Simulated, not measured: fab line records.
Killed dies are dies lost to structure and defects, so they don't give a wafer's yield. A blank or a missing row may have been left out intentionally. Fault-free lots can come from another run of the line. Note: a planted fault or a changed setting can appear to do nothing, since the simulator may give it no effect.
Struck lot and sound lot, side by side	flow berkeley_cmos170	29 steps out of a route of 331
Sound: wafers L216.1, L216.2, L216.4. Wafers struck: L225.2, L225.4, L225.5. The cause comes at the end.
Each step with rows lists, per side, the tool, then ch with its chambers, then its first start. Under that, the readings that differ: sound wafers	struck wafers	difference of the means	sigmas: that difference in standard deviations of wafers without a fault.
alike: readings whose means differ by less than 2 such deviations, and words and numbers that are the same on both sides. not compared: withheld readings, readings that some wafer has no value for, bounds like >300 that may hide the same value, and numbers for which the record gives no deviation and whose values overlap.
A row with sigmas, a row that says differs or no value, or rows on one side alone: a step with any of these is where the two part. Numbers that don't overlap but have no deviation are shown without sigmas and don't part them. A reading missing from all wafers of one side parts the sides only when that side holds two or more wafers.

UCB170_ACTIVE_THK_MEAS_03:
  sound: film_metro-01 at day 5 13:31; struck: film_metro-03 at day 7 14:58
  alike: ACTIVE_OXIDE_THK
then, 2 steps without rows for these wafers: UCB170_ACTIVE_ANNEAL_04 (time 900 s); UCB170_ACTIVE_CVD_05 (deposits Si3N4 from SiH2Cl2/NH3, target thk 220 nm, time 3300 s).
UCB170_ACTIVE_THK_MEAS_06:
  sound: film_metro-01 at day 5 19:14; struck: film_metro-04 at day 7 23:09
reading	sound	struck	difference	sigmas
ACTIVE_NITRIDE_THK (nm)	222.9 222.5 223.2	218.6 218.9 217.9	-4.4	-2
then, 6 steps without rows for these wafers: UCB170_ACTIVE_HMDS_07 (prime time 60 s); UCB170_ACTIVE_COAT_08 (resist thk 900 nm); UCB170_ACTIVE_SOFTBAKE_09 (time 60 s); UCB170_ACTIVE_EXPOSE_10 (exposes mask ACTIVE, target cd 1200 nm); UCB170_ACTIVE_PEB_11; UCB170_ACTIVE_DEVELOP_12 (develop time 45 s).
UCB170_ACTIVE_CD_MEAS_13: the cd target is 1200 nm.
  sound: cd_sem-02 at day 5 21:15; struck: cd_sem-01 at day 8 00:26
  alike: cd_nm
UCB170_ACTIVE_OVL_MEAS_14:
  sound: overlay-01 at day 5 21:22; struck: overlay-02 at day 8 00:33
  alike: ACTIVE_OVL
UCB170_ACTIVE_ETCH_15: etches Si3N4 in CH3F/Ar/O2, stops on SiO2, target depth 242 nm, time 151 s.
  sound on rie_diel-01 ch 0,2,3, day 5 21:24; struck on rie_diel-03 ch 0,1,3, day 8 00:35
reading	sound	struck	difference	sigmas
oes_product_au (a.u.)	0.957 0.967 0.968	0.932 0.914 0.914	-0.044	-3
over_etch_frac	0.1 0.1 0.1	0.14901 0.14901 0.14901	+0.04901	
model.KrF_of_ACTIVE_COAT_08.thk_nm (nm)	727.6 725.4 723.4	712.7 718.9 719.2	-8.5	
model.SiO2_of_ACTIVE_OXIDATION_02.thk_nm (nm)	22.62 22.41 22.51	20.36 20.72 20.29	-2.06	
  alike: chamber_pressure_mTorr, drypump_motor_current_A, throttle_valve_pct
  not compared: rf_hours_counter_h
UCB170_ACTIVE_STRIP_16: strips in O2.
  sound on plasma_asher-03 ch 0,1, day 5 21:30; struck on plasma_asher-01 ch 0,1, day 8 00:41
reading	sound	struck	difference	sigmas
strip_time_to_endpoint_s (s)	18.17 18.12 18.06	17.81 17.95 17.96	-0.21	-3
  alike: chamber_pressure_mTorr, drypump_motor_current_A, oes_product_au
  not compared: rf_hours_counter_h
UCB170_ACTIVE_CD_MEAS_90: the cd target is 1200 nm.
  sound: cd_sem-01 at day 5 21:36; struck: cd_sem-02 at day 8 00:52
  alike: cd_nm
then, 7 steps without rows for these wafers: UCB170_ACTIVE_CLEAN_17 (cleans in SPM, time 600 s); UCB170_PFIELD_HMDS_00 (prime time 60 s); UCB170_PFIELD_COAT_01 (resist thk 900 nm); UCB170_PFIELD_SOFTBAKE_02 (time 60 s); UCB170_PFIELD_EXPOSE_03 (exposes mask PFIELD, target cd 1500 nm); UCB170_PFIELD_PEB_04; UCB170_PFIELD_DEVELOP_05 (develop time 45 s).
UCB170_PFIELD_OVL_MEAS_06:
  sound: overlay-02 at day 6 00:38; struck: overlay-02 at day 8 05:34
  alike: PFIELD_OVL
following that, these wafers have no rows for 1 step: UCB170_PFIELD_IMPLANT_07.
UCB170_PFIELD_STRIP_08: strips in O2.
  sound on plasma_asher-02 ch 0,1, day 6 00:49; struck on plasma_asher-02 ch 0,1, day 8 05:45
  alike: chamber_pressure_mTorr, drypump_motor_current_A, oes_product_au, strip_time_to_endpoint_s
  not compared: rf_hours_counter_h
UCB170_PFIELD_TW_MEAS_09:
  sound: film_metro-01 at day 6 00:55; struck: film_metro-04 at day 8 05:52
  alike: PFIELD_TW
UCB170_FIELD_CLEAN_00: cleans in dHF, time 7.5 s.
  sound on wet_bench-04 ch 3, day 6 00:59; struck on wet_bench-04 ch 1, day 8 05:55
reading	sound	struck	difference	sigmas
model.SiO2_of_ACTIVE_OXIDATION_02.thk_nm (nm)	21.17 20.97 21.06	18.9 19.27 18.83	-2.1	
then, 1 step without rows for these wafers: UCB170_FIELD_OXIDATION_01 (target thk 558.3 nm, ox time 7200 s).
-- the record jumps here: 4 days lie between the struck wafers' starts before and after (it left off in module FIELD and takes up again in module M3, whose first step shown is number 331 of the route) --
UCB170_M3_PROBE_99:
  rows exist in the record for the struck wafers here (prober-02, day 12 01:21), but not for the sound ones

WHERE THEY PART
First at UCB170_ACTIVE_THK_MEAS_06; last, within this record, at UCB170_M3_PROBE_99.

WHY: what had been put in by the simulator
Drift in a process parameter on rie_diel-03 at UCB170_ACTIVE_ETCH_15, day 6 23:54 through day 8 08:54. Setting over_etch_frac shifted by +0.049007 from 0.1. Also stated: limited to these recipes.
